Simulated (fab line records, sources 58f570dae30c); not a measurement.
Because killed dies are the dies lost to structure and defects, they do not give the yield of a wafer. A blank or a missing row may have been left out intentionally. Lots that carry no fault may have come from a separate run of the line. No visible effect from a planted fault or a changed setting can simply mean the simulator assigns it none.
Problem report in the 8D (eight disciplines) form, filled by code -- flow berkeley cmos170 -- the parts of the form that need people (team, actions taken, sign-off) are left out

== 1. WHAT IS WRONG ==
Mean V1_TEOS_THK at UCB170_V1_THK_MEAS_01: 1908 nm over 5 wafers in 3 lots; fault-free wafers: 2087 nm, standard deviation 26. That puts it -6.9 standard deviations away from the usual mean.
The first sign was on wafer L837.1 at day 11 02:56, on film metro-04. At this step, 45 wafers from 15 lots have a number in the record. The rule behind "out" and "out of limits": a value lying over 4 standard deviations away from the usual mean. The other wafers with a number count as sound.

== 2. WHAT THIS IS AND IS NOT ==
question,is,is not
which readings at this step,V1_TEOS_THK,-
which lots,"L836, L837, L842","L820, L821, L822, L824, L825, L827, L830, L832, L833, L834, L835, L843"
which wafers of those lots,"L836.6, L837.1, L837.5, L842.3, L842.4","L836.1, L836.2, L837.4, L842.6"
read on which gauges,"film metro-01, film metro-04",film metro-02
when,from day 11 02:56,"up to then (34 sound wafers); but 6 sound wafers of L836, L842, L843 came after"

== 3. SUSPECTS, AND WHAT RULES EACH OUT ==
Counting: a tool at a process step up to the reading stays a suspect if it ran every lot that is out. Sound lots after the first of them don't rule it out here, since some wafers of a struck lot are sound.
- the gauge at UCB170_V1_THK_MEAS_01 has been ruled out. The wafers that are out were read on 2 gauges (film metro-01, film metro-04).
- pecvd-01 at UCB170_V1_CVD_00 (deposits SiO2 from TEOS/O2, target thk 2000 nm, time 260.8 s): kept. It processed each lot that is out (first: L837, day 11 02:43); up to then, its last sound lot is L834 (day 10 22:40).
- In pecvd-01 at UCB170_V1_CVD_00, the wafers that are out were processed in chamber 0 and their sound lot-mates in chambers 1, 2.
After counting, what remains is pecvd-01 at UCB170_V1_CVD_00.

== 4. THE CAUSE (what the simulator had put in) ==
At UCB170_V1_CVD_00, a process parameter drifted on pecvd-01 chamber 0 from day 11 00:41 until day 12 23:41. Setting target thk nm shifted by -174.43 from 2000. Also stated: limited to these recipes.
This tool alone remained once counting was done.

== 5. THE EFFECT CHAIN, in route order ==
Each row: a reading where the mean over the struck wafers with a number is more than 3 standard deviations away from the usual. Readings are gone through only where the record gives a usual standard deviation; hours: the median, over the lots, of the time from a lot's start at the first step in this table giving one to that lot's start at this step; sigmas: the change measured in usual standard deviations.
hours,step,reading,usual,on struck wafers,change,sigmas
0,UCB170_V1_THK_MEAS_01,V1_TEOS_THK,2087 nm,1908,-179,-6.9
At these later measuring or inspecting steps, every struck wafer for which the step has a row has a number for every such reading, and none has moved that far: UCB170_V1_BOW_MEAS_03, UCB170_V1_CD_MEAS_90.

== 6. WHAT WOULD HAVE CAUGHT IT SOONER ==
The first out-of-limits reading at a measuring or inspecting step in this record came at day 11 02:56, 2 hours after the fault's start at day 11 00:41.
Of the tool readings at UCB170_V1_CVD_00 for which the record gives a usual standard deviation, none was out on any struck wafer, so an alarm limit of 4 standard deviations on them would not have fired.
Among the 3 lots that are out, L842 began UCB170_V1_CVD_00 on pecvd-01 after day 11 02:56. A tool hold placed at that time would have kept it from harm.
